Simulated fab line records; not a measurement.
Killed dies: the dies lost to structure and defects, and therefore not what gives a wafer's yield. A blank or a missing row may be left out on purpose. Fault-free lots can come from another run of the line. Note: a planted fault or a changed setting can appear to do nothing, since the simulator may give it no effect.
Split-lot experiment || flow berkeley cmos170 || 27 wafers read from 5 lots, route of 331 steps

== ON THE SPLIT ==
At UCB170_NSD_DEVELOP_05 (develop time 45 s), the setting develop time s was moved away from the recipe's 45 s on 12 of the 27 wafers read, by -44.0% to +58.6%. This setting was run at the recipe's value on the other wafers.

The file shows no step between the split and the reading.

== THE READING ==
At UCB170_NSD_CD_MEAS_06: cd nm in nanometres, against a target cd of 1200 nm. On this fab line, fault-free wafers typically give 1199.4 nm with a standard deviation of 1.4 nm.

{"wafer": "L076.1", "tool, chamber at the split": "litho track-03, 0", "develop time s as run, s": 71.36, "against the recipe": "+58.6%", "cd nm, nm": 1201.9, "against lot-mates on the recipe": "+3.5"}
{"wafer": "L076.2", "tool, chamber at the split": "litho track-03, 0", "develop time s as run, s": 45, "against the recipe": "recipe", "cd nm, nm": 1198.5, "against lot-mates on the recipe": "-"}
{"wafer": "L076.3", "tool, chamber at the split": "litho track-03, 0", "develop time s as run, s": 45, "against the recipe": "recipe", "cd nm, nm": 1198.7, "against lot-mates on the recipe": "-"}
{"wafer": "L076.4", "tool, chamber at the split": "litho track-03, 0", "develop time s as run, s": 71.36, "against the recipe": "+58.6%", "cd nm, nm": 1202.3, "against lot-mates on the recipe": "+3.9"}
{"wafer": "L076.5", "tool, chamber at the split": "litho track-03, 0", "develop time s as run, s": 71.36, "against the recipe": "+58.6%", "cd nm, nm": 1202.4, "against lot-mates on the recipe": "+4.0"}
{"wafer": "L076.6", "tool, chamber at the split": "litho track-03, 0", "develop time s as run, s": 45, "against the recipe": "recipe", "cd nm, nm": 1198.1, "against lot-mates on the recipe": "-"}
{"wafer": "L078.1", "tool, chamber at the split": "litho track-03, 0", "develop time s as run, s": 45, "against the recipe": "recipe", "cd nm, nm": 1200.3, "against lot-mates on the recipe": "-"}
{"wafer": "L078.2", "tool, chamber at the split": "litho track-03, 0", "develop time s as run, s": 70.14, "against the recipe": "+55.9%", "cd nm, nm": 1202.9, "against lot-mates on the recipe": "+2.9"}
{"wafer": "L078.3", "tool, chamber at the split": "litho track-03, 0", "develop time s as run, s": 45, "against the recipe": "recipe", "cd nm, nm": 1199.9, "against lot-mates on the recipe": "-"}
{"wafer": "L078.4", "tool, chamber at the split": "litho track-03, 0", "develop time s as run, s": 45, "against the recipe": "recipe", "cd nm, nm": 1199.9, "against lot-mates on the recipe": "-"}
{"wafer": "L078.5", "tool, chamber at the split": "litho track-03, 0", "develop time s as run, s": 70.14, "against the recipe": "+55.9%", "cd nm, nm": 1201.3, "against lot-mates on the recipe": "+1.3"}
{"wafer": "L078.6", "tool, chamber at the split": "litho track-03, 0", "develop time s as run, s": 70.14, "against the recipe": "+55.9%", "cd nm, nm": 1203.6, "against lot-mates on the recipe": "+3.6"}
{"wafer": "L081.2", "tool, chamber at the split": "litho track-01, 0", "develop time s as run, s": 45, "against the recipe": "recipe", "cd nm, nm": 1197.8, "against lot-mates on the recipe": "-"}
{"wafer": "L081.5", "tool, chamber at the split": "litho track-01, 0", "develop time s as run, s": 45, "against the recipe": "recipe", "cd nm, nm": 1199.2, "against lot-mates on the recipe": "-"}
{"wafer": "L081.6", "tool, chamber at the split": "litho track-01, 0", "develop time s as run, s": 45, "against the recipe": "recipe", "cd nm, nm": 1198.1, "against lot-mates on the recipe": "-"}
{"wafer": "L082.1", "tool, chamber at the split": "litho track-02, 0", "develop time s as run, s": 34.36, "against the recipe": "-23.6%", "cd nm, nm": 1196.4, "against lot-mates on the recipe": -1.9}
{"wafer": "L082.2", "tool, chamber at the split": "litho track-02, 0", "develop time s as run, s": 45, "against the recipe": "recipe", "cd nm, nm": 1197.6, "against lot-mates on the recipe": "-"}
{"wafer": "L082.3", "tool, chamber at the split": "litho track-02, 0", "develop time s as run, s": 45, "against the recipe": "recipe", "cd nm, nm": 1198.4, "against lot-mates on the recipe": "-"}
{"wafer": "L082.4", "tool, chamber at the split": "litho track-02, 0", "develop time s as run, s": 34.36, "against the recipe": "-23.6%", "cd nm, nm": 1197.0, "against lot-mates on the recipe": -1.3}
{"wafer": "L082.5", "tool, chamber at the split": "litho track-02, 0", "develop time s as run, s": 45, "against the recipe": "recipe", "cd nm, nm": 1199.0, "against lot-mates on the recipe": "-"}
{"wafer": "L082.6", "tool, chamber at the split": "litho track-02, 0", "develop time s as run, s": 34.36, "against the recipe": "-23.6%", "cd nm, nm": 1195.5, "against lot-mates on the recipe": -2.8}
{"wafer": "L084.1", "tool, chamber at the split": "litho track-02, 0", "develop time s as run, s": 45, "against the recipe": "recipe", "cd nm, nm": 1200.0, "against lot-mates on the recipe": "-"}
{"wafer": "L084.2", "tool, chamber at the split": "litho track-02, 0", "develop time s as run, s": 45, "against the recipe": "recipe", "cd nm, nm": 1199.5, "against lot-mates on the recipe": "-"}
{"wafer": "L084.3", "tool, chamber at the split": "litho track-02, 0", "develop time s as run, s": 45, "against the recipe": "recipe", "cd nm, nm": 1199.1, "against lot-mates on the recipe": "-"}
{"wafer": "L084.4", "tool, chamber at the split": "litho track-02, 0", "develop time s as run, s": 25.2, "against the recipe": "-44.0%", "cd nm, nm": 1194.3, "against lot-mates on the recipe": -5.2}
{"wafer": "L084.5", "tool, chamber at the split": "litho track-02, 0", "develop time s as run, s": 25.2, "against the recipe": "-44.0%", "cd nm, nm": 1193.0, "against lot-mates on the recipe": -6.5}
{"wafer": "L084.6", "tool, chamber at the split": "litho track-02, 0", "develop time s as run, s": 25.2, "against the recipe": "-44.0%", "cd nm, nm": 1194.3, "against lot-mates on the recipe": -5.2}

THE FIT
A straight line over all 27 wafers: cd nm changes by +0.0778 nm for each +1% of develop time s; r = +0.93; the points scatter about the line by 1 nm.
The same after taking each lot's own level away (the mean of its wafers on the recipe; 27 wafers): +0.0759 nm for each +1%; r = +0.92; scatter 1 nm.
That fit puts the effect of the largest move of develop time s on the reading at 4.4 nm.
Measured against the standard deviation above, the lots' own levels, which go from 1198.33 to 1200.03 nm, span 1.2 times it.
The two slopes agree, so the slope changes little with the lot-to-lot level.
Check: +3.98 nm against its lot-mates is what the line predicts for one of the wafers moved furthest among these (+58.6%) when that wafer is left out of the fit. Against them it came out at +3.47 nm.

== FURTHER SPLITS ON THESE WAFERS ==
Note: prior to the reading, these wafers also went through further splits. Each is held against what the fit with the lots' levels taken away leaves over:
{"other split on the same wafers": "UCB170_ZERO_ETCH_06 target depth a", "wafers away from the commonest value": 9, "r with cd nm (lot level and that fit taken away)": "+0.29"}
{"other split on the same wafers": "UCB170_ACTIVE_DEVELOP_12 develop time s", "wafers away from the commonest value": 9, "r with cd nm (lot level and that fit taken away)": "+0.33"}
{"other split on the same wafers": "UCB170_FIELD_OXIDATION_01 ox time s", "wafers away from the commonest value": 21, "r with cd nm (lot level and that fit taken away)": -0.31}

== THE FILE'S OWN FIT ==
cd nm changes by +0.073 nm for each +1% of develop time s, r = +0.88.
